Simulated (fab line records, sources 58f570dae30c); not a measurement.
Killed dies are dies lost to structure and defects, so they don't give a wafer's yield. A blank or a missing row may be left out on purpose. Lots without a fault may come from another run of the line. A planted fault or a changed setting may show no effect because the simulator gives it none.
Which tool did it? | flow berkeley_cmos170 | 14 lots, 42 wafers sampled, at 5 steps of a route of 331

WHAT THE GAUGES READ, wafer by wafer
UCB170_V2_THK_MEAS_04. Usual: V2_POLISHED_THK 999.5 nm, standard deviation 1.3.
lot  | measured     | on            | V2_POLISHED_THK (nm) | flag
L773 | day 8 17:46  | film_metro-03 | 999.3 1002.2 998.4   |
L772 | day 8 17:02  | film_metro-02 | 999.2 997.4 999.8    |
L776 | day 9 09:22  | film_metro-02 | 999.5 1001.0 999.9   |
L778 | day 9 15:11  | film_metro-01 | 1002.2 1000.5 1000.2 |
L781 | day 10 04:56 | film_metro-02 | 999.2 1001.1 1000.2  |
L779 | day 10 05:19 | film_metro-01 | 998.5 1000.0 997.8   |
L782 | day 10 06:58 | film_metro-03 | 999.0 998.8 998.3    |
L780 | day 10 07:16 | film_metro-02 | 1000.9 1000.1 998.6  |
L785 | day 11 02:42 | film_metro-02 | 1001.3 1000.4 999.7  |
L784 | day 11 04:22 | film_metro-02 | 999.5 997.4 996.5    |
L783 | day 11 05:38 | film_metro-03 | 1340.0 1348.3 1353.4 | OFF
L786 | day 11 15:55 | film_metro-01 | 1327.4 1352.0 1355.8 | OFF
L788 | day 12 08:51 | film_metro-03 | 998.2 1000.1 998.9   |
L794 | day 13 10:26 | film_metro-03 | 998.3 999.1 997.1    |

WHICH TOOL RAN EACH LOT (tool, then ch and the chambers of the sampled wafers, then the start)
lot  | UCB170_SDANNEAL_RTA_00           | UCB170_CONTACT_STRIP_06              | UCB170_M1_ETCH_11                  | UCB170_V2_CMP_02
L773 | rtp_anneal-01 ch 0, day 7 21:50  | plasma_asher-02 ch 0,1, day 8 02:04  | rie_diel-02 ch 0,3, day 8 06:28    | cmp-02 ch 2,3, day 8 17:20
L772 | rtp_anneal-02 ch 0, day 7 22:10  | plasma_asher-01 ch 0,1, day 8 03:25  | rie_diel-02 ch 0,1,3, day 8 07:09  | cmp-02 ch 0,1,3, day 8 16:40
L776 | rtp_anneal-02 ch 0, day 8 13:59  | plasma_asher-02 ch 0,1, day 8 18:13  | rie_diel-01 ch 1,3, day 9 00:11    | cmp-01 ch 0,2, day 9 08:56
L778 | rtp_anneal-02 ch 0, day 8 21:59  | plasma_asher-01 ch 0,1, day 9 02:05  | rie_diel-02 ch 0,2, day 9 05:21    | cmp-01 ch 1,2, day 9 14:49
L781 | rtp_anneal-01 ch 0, day 9 12:34  | plasma_asher-02 ch 0,1, day 9 16:04  | rie_diel-04 ch 0,2, day 9 19:36    | cmp-01 ch 1,2, day 10 04:29
L779 | rtp_anneal-02 ch 0, day 9 12:53  | plasma_asher-01 ch 0,1, day 9 16:20  | rie_diel-01 ch 0,1,2, day 9 19:50  | cmp-01 ch 0,1,2, day 10 05:00
L782 | rtp_anneal-01 ch 0, day 9 13:16  | plasma_asher-01 ch 0,1, day 9 17:49  | rie_diel-04 ch 0,1,2, day 9 21:25  | cmp-01 ch 1,2,3, day 10 06:35
L780 | rtp_anneal-02 ch 0, day 9 13:19  | plasma_asher-03 ch 0,1, day 9 17:49  | rie_diel-01 ch 1,2,3, day 9 21:41  | cmp-01 ch 1,2,3, day 10 06:53
L785 | rtp_anneal-01 ch 0, day 10 12:16 | plasma_asher-01 ch 0,1, day 10 15:59 | rie_diel-04 ch 1,2, day 10 19:16   | cmp-01 ch 0,1,2, day 11 02:24
L784 | rtp_anneal-02 ch 0, day 10 12:17 | plasma_asher-03 ch 0,1, day 10 16:40 | rie_diel-02 ch 2,3, day 10 20:05   | cmp-02 ch 0,1,2, day 11 03:58
L783 | rtp_anneal-01 ch 0, day 10 12:31 | plasma_asher-01 ch 0,1, day 10 17:44 | rie_diel-01 ch 0,1, day 10 21:01   | cmp-01 ch 0,2,3, day 11 05:13
L786 | rtp_anneal-02 ch 0, day 10 23:57 | plasma_asher-01 ch 0,1, day 11 03:33 | rie_diel-01 ch 1,2, day 11 07:49   | cmp-01 ch 0,1, day 11 15:29
L788 | rtp_anneal-02 ch 0, day 11 14:30 | plasma_asher-01 ch 0,1, day 11 18:05 | rie_diel-02 ch 0,1,2, day 11 22:07 | cmp-02 ch 0,2, day 12 08:25
L794 | rtp_anneal-02 ch 0, day 12 14:55 | plasma_asher-02 ch 0,1, day 12 20:23 | rie_diel-02 ch 0,1,2, day 12 23:50 | cmp-02 ch 0,2,3, day 13 10:07
- UCB170_SDANNEAL_RTA_00: time 10 s.
- UCB170_CONTACT_STRIP_06: strips in O2.
- UCB170_M1_ETCH_11: etches BARC in N2/H2.
- UCB170_V2_CMP_02: polishes SiO2.

WHAT THE TOOLS THEMSELVES READ (means of the sampled wafers that have a number; where no wafer has one, the mark that the record gives instead)
UCB170_SDANNEAL_RTA_00. Usual: chamber_o2_ppm 1.999, standard deviation 0.02; lamp_power_pct 21.6 %, standard deviation 1.4; wafer_temp_C_max 904.3, standard deviation 1.7.
lot  | tool          | chamber_o2_ppm | lamp_power_pct (%) | wafer_temp_C_max | flag
L773 | rtp_anneal-01 | 2.002          | 20.1               | 902.6            |
L772 | rtp_anneal-02 | 2.031          | 22.9               | 905.1            |
L776 | rtp_anneal-02 | 2.001          | 22.9               | 905.4            |
L778 | rtp_anneal-02 | 1.993          | 22.9               | 904.9            |
L781 | rtp_anneal-01 | 1.996          | 20.1               | 903.3            |
L779 | rtp_anneal-02 | 1.993          | 22.9               | 905.1            |
L782 | rtp_anneal-01 | 1.999          | 20.1               | 902.7            |
L780 | rtp_anneal-02 | 2.017          | 22.9               | 906.1            |
L785 | rtp_anneal-01 | 1.988          | 20.1               | 902.3            |
L784 | rtp_anneal-02 | 1.991          | 22.9               | 906.9            |
L783 | rtp_anneal-01 | 2.000          | 20.1               | 902.1            |
L786 | rtp_anneal-02 | 2.025          | 22.9               | 905.1            |
L788 | rtp_anneal-02 | 2.030          | 22.9               | 906.0            |
L794 | rtp_anneal-02 | 1.985          | 22.9               | 905.6            |

UCB170_CONTACT_STRIP_06. Usual: drypump_motor_current_A 5.7 A, standard deviation 0.6; oes_product_au 0.735 a.u., standard deviation 0.0041; strip_time_to_endpoint_s 22.00 s, standard deviation 0.059.
lot  | tool            | drypump_motor_current_A (A) | oes_product_au (a.u.) | strip_time_to_endpoint_s (s) | flag
L773 | plasma_asher-02 | 6.5                         | 0.737                 | 22.01                        |
L772 | plasma_asher-01 | 5.2                         | 0.734                 | 22.02                        |
L776 | plasma_asher-02 | 6.2                         | 0.735                 | 22.03                        |
L778 | plasma_asher-01 | 5.4                         | 0.733                 | 22.01                        |
L781 | plasma_asher-02 | 6.2                         | 0.734                 | 22.00                        |
L779 | plasma_asher-01 | 5.4                         | 0.735                 | 22.00                        |
L782 | plasma_asher-01 | 5.4                         | 0.735                 | 21.93                        |
L780 | plasma_asher-03 | 5.5                         | 0.734                 | 22.04                        |
L785 | plasma_asher-01 | 5.2                         | 0.738                 | 22.00                        |
L784 | plasma_asher-03 | 5.3                         | 0.737                 | 22.02                        |
L783 | plasma_asher-01 | 5.4                         | 0.731                 | 22.03                        |
L786 | plasma_asher-01 | 5.4                         | 0.734                 | 22.03                        |
L788 | plasma_asher-01 | 5.2                         | 0.733                 | 21.97                        |
L794 | plasma_asher-02 | 6.5                         | 0.732                 | 22.07                        |

UCB170_M1_ETCH_11. Usual: drypump_motor_current_A 5.7 A, standard deviation 0.49; h2_flow_sccm 200.1 sccm, standard deviation 0.55; oes_product_au 0.993 a.u., standard deviation 0.014; throttle_valve_pct 13.40 %, standard deviation 0.12.
lot  | tool        | drypump_motor_current_A (A) | h2_flow_sccm (sccm) | oes_product_au (a.u.) | throttle_valve_pct (%) | flag
L773 | rie_diel-02 | 5.2                         | 200.3               | 0.993                 | 13.48                  |
L772 | rie_diel-02 | 5.5                         | 199.9               | 0.996                 | 13.38                  |
L776 | rie_diel-01 | 5.1                         | 199.3               | 0.981                 | 13.42                  |
L778 | rie_diel-02 | 5.9                         | 200.1               | 0.987                 | 13.42                  |
L781 | rie_diel-04 | 5.9                         | 199.6               | 0.992                 | 13.38                  |
L779 | rie_diel-01 | 5.4                         | 200.5               | 0.994                 | 13.35                  |
L782 | rie_diel-04 | 6.1                         | 200.1               | 1.002                 | 13.36                  |
L780 | rie_diel-01 | 5.3                         | 199.8               | 1.004                 | 13.35                  |
L785 | rie_diel-04 | 6.3                         | 200.3               | 0.997                 | 13.42                  |
L784 | rie_diel-02 | 5.8                         | 200.0               | 0.988                 | 13.56                  |
L783 | rie_diel-01 | 5.3                         | 199.9               | 0.977                 | 13.37                  |
L786 | rie_diel-01 | 5.6                         | 199.9               | 1.004                 | 13.33                  |
L788 | rie_diel-02 | 5.9                         | 200.0               | 0.982                 | 13.38                  |
L794 | rie_diel-02 | 5.9                         | 199.8               | 0.985                 | 13.38                  |

UCB170_V2_CMP_02. Usual: edge_zone_pressure_frac 1.000, standard deviation 0.0051; head_pressure_psi 5.998 psi, standard deviation 0.013; motor_current_A 16.2 A, standard deviation 1.7.
lot  | tool   | edge_zone_pressure_frac | head_pressure_psi (psi) | motor_current_A (A) | flag
L773 | cmp-02 | 1.000                   | 6.002                   | 15.6                |
L772 | cmp-02 | 1.002                   | 6.011                   | 17.0                |
L776 | cmp-01 | 1.001                   | 5.994                   | 16.1                |
L778 | cmp-01 | 1.002                   | 6.002                   | 17.3                |
L781 | cmp-01 | 1.004                   | 5.993                   | 17.4                |
L779 | cmp-01 | 1.001                   | 6.006                   | 16.9                |
L782 | cmp-01 | 1.002                   | 6.006                   | 17.1                |
L780 | cmp-01 | 1.000                   | 6.000                   | 16.8                |
L785 | cmp-01 | 1.000                   | 5.999                   | 17.0                |
L784 | cmp-02 | 0.999                   | 5.987                   | 15.1                |
L783 | cmp-01 | 1.002                   | 5.991                   | 16.0                |
L786 | cmp-01 | 1.003                   | 6.000                   | 15.9                |
L788 | cmp-02 | 0.998                   | 5.999                   | 14.9                |
L794 | cmp-02 | 0.995                   | 6.003                   | 15.1                |

THE ANSWER, worked out from the rows above alone
Rule: a lot is off if the mean of its wafers that have a number lies more than 3 standard deviations from the usual mean. A lot without any number at a reading at which 4 lots or more have one is off too. The other lots that the step has rows for count as sound. The gauges are gone through in route order, then the tools' own readings, and for those a lot's mean is taken as printed above. The first step at which some lot is off is used, and at that step the reading that is off furthest; a lot without a number counts as furthest.
Off: L783, L786, at UCB170_V2_THK_MEAS_04 (V2_POLISHED_THK).
A tool fits if, at a process step before that reading, it ran every lot that is off, and no sound lot after the first of them. The gauges at UCB170_V2_THK_MEAS_04 are tried like those tools. Can't be told from this: 2 tools fit, rie_diel-01 at UCB170_M1_ETCH_11, cmp-01 at UCB170_V2_CMP_02.

WHAT THE SIMULATOR HAD PUT IN
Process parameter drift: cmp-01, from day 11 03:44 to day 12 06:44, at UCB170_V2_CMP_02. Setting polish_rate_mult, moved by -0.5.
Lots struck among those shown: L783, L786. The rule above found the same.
